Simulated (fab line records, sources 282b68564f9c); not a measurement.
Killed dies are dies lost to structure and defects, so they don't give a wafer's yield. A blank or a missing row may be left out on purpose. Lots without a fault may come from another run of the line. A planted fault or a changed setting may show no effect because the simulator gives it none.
Which tool did it? | flow rit_cmos | 14 lots, 42 wafers sampled, at 3 steps of a route of 202

WHAT THE GAUGES READ, wafer by wafer
RIT_PWELL_TW_MEAS_10.
lot  | measured    | on            | PWELL_TW
L512 | day 2 00:26 | film_metro-04 | 934 940 936
L513 | day 2 05:27 | film_metro-04 | 937 937 944
L514 | day 2 10:17 | film_metro-02 | 949 942 948
L515 | day 2 15:08 | film_metro-04 | 943 945 941
L517 | day 3 02:01 | film_metro-04 | 941 937 939
L518 | day 3 07:00 | film_metro-01 | 952 956 959
L519 | day 3 16:22 | film_metro-01 | 946 945 950
L521 | day 3 21:52 | film_metro-02 | 945 944 941
L522 | day 4 04:10 | film_metro-04 | 944 943 945
L527 | day 5 04:25 | film_metro-02 | 917 919 914
L529 | day 5 13:11 | film_metro-01 | 917 915 914
L531 | day 5 23:11 | film_metro-02 | 948 951 947
L532 | day 6 03:42 | film_metro-01 | 949 950 947
L535 | day 6 18:46 | film_metro-02 | 949 952 950

RIT_WELLDRIVE_RS_MEAS_02: measures by four-point-probe.
lot  | measured    | on            | PWELL_RS (ohm/sq)
L512 | day 2 05:44 | film_metro-02 | 430.4 429.2 430.8
L513 | day 2 11:04 | film_metro-02 | 431.4 430.9 430.4
L514 | day 2 17:05 | film_metro-02 | 431.8 431.5 429.9
L515 | day 2 21:22 | film_metro-01 | 427.0 429.3 428.5
L517 | day 3 07:47 | film_metro-04 | 428.7 427.2 428.1
L518 | day 3 13:10 | film_metro-02 | 428.7 428.2 429.3
L519 | day 3 21:38 | film_metro-04 | 428.9 428.7 429.8
L521 | day 4 05:24 | film_metro-02 | 432.5 432.5 431.2
L522 | day 4 10:44 | film_metro-04 | 426.3 427.4 426.8
L527 | day 5 10:22 | film_metro-02 | 456.8 456.8 457.3
L529 | day 5 18:28 | film_metro-01 | 459.5 457.8 457.0
L531 | day 6 04:44 | film_metro-04 | 429.0 430.2 430.2
L532 | day 6 08:58 | film_metro-01 | 427.1 429.8 430.0
L535 | day 7 01:05 | film_metro-04 | 429.0 428.3 426.7

WHICH TOOL RAN EACH LOT (tool, then ch and the chambers of the sampled wafers, then the start)
lot  | RIT_PWELL_IMPLANT_08
L512 | implanter-04 ch 0, day 2 00:10
L513 | implanter-01 ch 0, day 2 05:10
L514 | implanter-01 ch 0, day 2 10:00
L515 | implanter-01 ch 0, day 2 14:49
L517 | implanter-03 ch 0, day 3 01:41
L518 | implanter-04 ch 0, day 3 06:42
L519 | implanter-04 ch 0, day 3 16:04
L521 | implanter-01 ch 0, day 3 21:33
L522 | implanter-04 ch 0, day 4 03:52
L527 | implanter-01 ch 0, day 5 04:05
L529 | implanter-01 ch 0, day 5 12:53
L531 | implanter-04 ch 0, day 5 22:52
L532 | implanter-04 ch 0, day 6 03:23
L535 | implanter-03 ch 0, day 6 18:27
- RIT_PWELL_IMPLANT_08

WHAT THE TOOLS THEMSELVES READ (means of the sampled wafers that have a number; where no wafer has one, the mark that the record gives instead)
RIT_PWELL_IMPLANT_08.
lot  | tool         | dose_ions_cm2 | faraday_current_uA | tilt_deg (degrees)
L512 | implanter-04 | 7.004e+13     | 221                | 7.010
L513 | implanter-01 | 6.998e+13     | 219                | 7.005
L514 | implanter-01 | 7.000e+13     | 217                | 6.987
L515 | implanter-01 | 6.999e+13     | 228                | 7.003
L517 | implanter-03 | 6.999e+13     | 223                | 7.001
L518 | implanter-04 | 7.005e+13     | 226                | 6.983
L519 | implanter-04 | 6.994e+13     | 225                | 6.980
L521 | implanter-01 | 7.002e+13     | 227                | 7.008
L522 | implanter-04 | 6.999e+13     | 221                | 6.999
L527 | implanter-01 | 6.366e+13     | 199                | 6.991
L529 | implanter-01 | 6.350e+13     | 202                | 7.016
L531 | implanter-04 | 6.991e+13     | 225                | 6.998
L532 | implanter-04 | 7.000e+13     | 221                | 6.965
L535 | implanter-03 | 6.995e+13     | 221                | 7.034

THE ANSWER, worked out from the rows above alone
Rule: what is usual is taken from the lots themselves. Put in order of their means at a reading, lots are off if they are a third of the lots or fewer, leave a main group of 4 or more, and stand apart from it by a gap of 3 or more times the standard deviation of the main group's means; of several such gaps the widest counts. A main group whose means are all the same, to the digits that the tables above print for the reading, isn't used. A lot without any number at a reading at which 4 lots or more have one is off too. The other lots that the step has rows for count as sound. The gauges are gone through in route order, then the tools' own readings, and for those a lot's mean is taken as printed above. The first step at which some lot is off is used, and at that step the reading that is off furthest; a lot without a number counts as furthest.
Off: L527, L529, at RIT_PWELL_TW_MEAS_10 (PWELL_TW). The main group: mean 945, standard deviation 5.2.
A tool fits if, at a process step before that reading, it ran every lot that is off, and no sound lot after the first of them. The gauges at RIT_PWELL_TW_MEAS_10 aren't tried: what is off there is off at RIT_PWELL_IMPLANT_08 too, on other tools, and a gauge's error can't cause that. One fits: implanter-01 at RIT_PWELL_IMPLANT_08. Its last sound lot is L521 (day 3 21:33), its first lot that is off L527 (day 5 04:05): a fault that began between those two fits.
The tool's own readings at RIT_PWELL_IMPLANT_08 bear it out: on the lots that are off they differ by more than 5 times the standard deviation of the sound lots' means. dose_ions_cm2 reads 6.358e+13 there against 6.999e+13 on the sound lots; faraday_current_uA reads 200 there against 223 on the sound lots.

WHAT THE SIMULATOR HAD PUT IN
Process parameter drift: implanter-01, from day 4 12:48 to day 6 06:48, at RIT_PWELL_IMPLANT_08. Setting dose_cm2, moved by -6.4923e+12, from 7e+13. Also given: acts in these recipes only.
Lots struck among those shown: L527, L529. The rule above found the same.
